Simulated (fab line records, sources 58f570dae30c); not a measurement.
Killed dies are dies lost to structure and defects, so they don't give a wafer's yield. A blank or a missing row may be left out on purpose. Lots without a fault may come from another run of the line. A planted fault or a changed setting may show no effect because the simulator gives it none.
Chamber matching | flow berkeley_cmos170 | UCB170_WELLDRIVE_WET_ETCH_04 on wet_bench-02: 3 sister chambers
The step etches SiO2 in BOE, time 120 s. 16 wafers are shown with their chamber, then 5 later ones without.

WAFERS WITH THEIR CHAMBER
wafer  | chamber | bath_heat_duty_pct (%) | run_length_s (s)
L214.3 | 3       | 5.2                    | 146.4
L214.4 | 3       | 5.3                    | 146.4
L214.6 | 3       | 5.5                    | 146.4
L216.2 | 1       | 6.2                    | 145.8
L216.3 | 1       | 5.6                    | 145.8
L216.5 | 1       | 6.8                    | 145.8
L217.1 | 1       | 6.6                    | 145.4
L217.4 | 1       | 5.3                    | 145.4
L217.6 | 1       | 6.6                    | 145.4
L220.2 | 0       | 5.7                    | 146.5
L220.4 | 0       | 5.6                    | 146.5
L220.5 | 0       | 6.3                    | 146.5
L221.3 | 1       | 5.9                    | 152.6
L221.4 | 1       | 6.1                    | 152.6
L221.5 | 1       | 6.0                    | 152.6
L222.3 | 0       | 7.5                    | 153.9

SIGNATURES (means of the wafers above)
reading            | chamber 0 | chamber 1 | chamber 3 | scatter within a chamber
bath_heat_duty_pct | 6.275     | 6.122     | 5.333     | 0.573
run_length_s       | 148.350   | 147.933   | 146.400   | 3.27
Rule: a wafer's distance from a chamber is the root of the sum, over the readings, of the square of ((its reading less the chamber's mean) divided by the reading's scatter). The wafer belongs to the nearest chamber; if the next one is less than 2 further off, it can't be placed. The scatter: the root of (the sum of the squares of (reading less its chamber's mean) over the shown wafers, divided by (wafers less chambers)).

WAFERS WITHOUT THEIR CHAMBER
wafer  | bath_heat_duty_pct (%) | run_length_s (s)
L222.4 | 7.2                    | 153.9
L222.5 | 6.2                    | 153.9
L231.3 | 5.3                    | 145.3
L231.4 | 5.3                    | 145.3
L231.6 | 6.3                    | 145.3

WHICH CHAMBER EACH WENT THROUGH
wafer  | from the rows above          | in truth
L222.4 | can't be placed: 0 or 1 or 3 | 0
L222.5 | can't be placed: 0 or 1 or 3 | 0
L231.3 | can't be placed: 3 or 1 or 0 | 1
L231.4 | can't be placed: 3 or 1 or 0 | 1
L231.6 | can't be placed: 1 or 0 or 3 | 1
Placed correctly: 0 of 5. Can't be placed from these rows: 5 (the true chamber is among the candidates in 5). Placed wrongly: 0.
